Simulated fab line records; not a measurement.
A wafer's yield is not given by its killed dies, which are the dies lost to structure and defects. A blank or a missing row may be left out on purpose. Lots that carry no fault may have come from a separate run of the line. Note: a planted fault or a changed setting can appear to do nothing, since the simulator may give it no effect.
One fault seen from 2 desks ; flow rit_cmos ; numbers are kept per desk, each desk with only its own; the story behind them comes last

DESK OF THE TOOL OWNER: pecvd-03
The tool's own readings at RIT_CONTACT_CVD_00 (deposits SiO2 from TEOS, target thk 400 nm, time 61 s): means of the sampled wafers that have a number, for each lot that ran on this tool. Any lot whose mean is over 4 standard deviations away from the usual mean is out of limits and marked OUT; that distance is given in the brackets.
Columns: A = heater_power_w at RIT_CONTACT_CVD_00, usual 331 W; B = rf_fwd_power_W at RIT_CONTACT_CVD_00, usual 396.8 W
lot;first seen here;A;B
L369;day 3 10:55;374;396.8
L375;day 4 22:26;358;396.4
L384;day 6 12:11;329;557.0 (+99 or more) OUT
L387;day 7 06:14;332;556.0 (+99 or more) OUT
This desk's verdict: out of limits on L384, L387, starting with L384 at day 6 12:11 (rf_fwd_power_W at RIT_CONTACT_CVD_00). L369, L375: within limits.

AT THE METROLOGY DESK
Lot by lot, what the gauges showed, no matter which tool ran the lot: averages of those sampled wafers that carry a number. Any lot whose mean is over 4 standard deviations away from the usual mean is out of limits and marked OUT; that distance is given in the brackets.
Columns: A = CONTACT_TEOS_THK at RIT_CONTACT_THK_MEAS_01, usual 401 nm
lot;first seen here;A
L369;day 3 10:58;395
L370;day 3 17:08;398
L371;day 3 23:05;399
L373;day 4 14:32;402
L374;day 4 19:37;400
L375;day 4 22:29;398
L376;day 5 02:25;395
L377;day 5 04:01;401
L380;day 5 19:55;404
L384;day 6 12:16;443 (+8.6) OUT
L387;day 7 06:17;442 (+8.4) OUT
L389;day 7 09:42;408
L391;day 7 23:20;399
L392;day 8 05:08;407
This desk's result: L384, L387 out of limits, first on L384 (CONTACT_TEOS_THK at RIT_CONTACT_THK_MEAS_01), day 6 12:16. L369, L370, L371, L373, L374, L375, L376, L377, L380, L389, L391, L392: within limits.

TAKEN TOGETHER
The tool owner's desk could have raised an alarm at day 6 12:11, on L384, L387.
On L384, L387, the metrology desk was in a position to raise an alarm at day 6 12:16.
RIT_CONTACT_CVD_00 was run on pecvd-03 by each of the lots named.

WHAT THE SIMULATOR HAD INSERTED
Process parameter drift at RIT_CONTACT_CVD_00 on pecvd-03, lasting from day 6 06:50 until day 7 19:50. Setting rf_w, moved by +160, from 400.
Lots struck among those shown: L384, L387.
Hours from the fault's start to each desk's first reading out of limits: the tool owner's desk, 5; the metrology desk, 5.
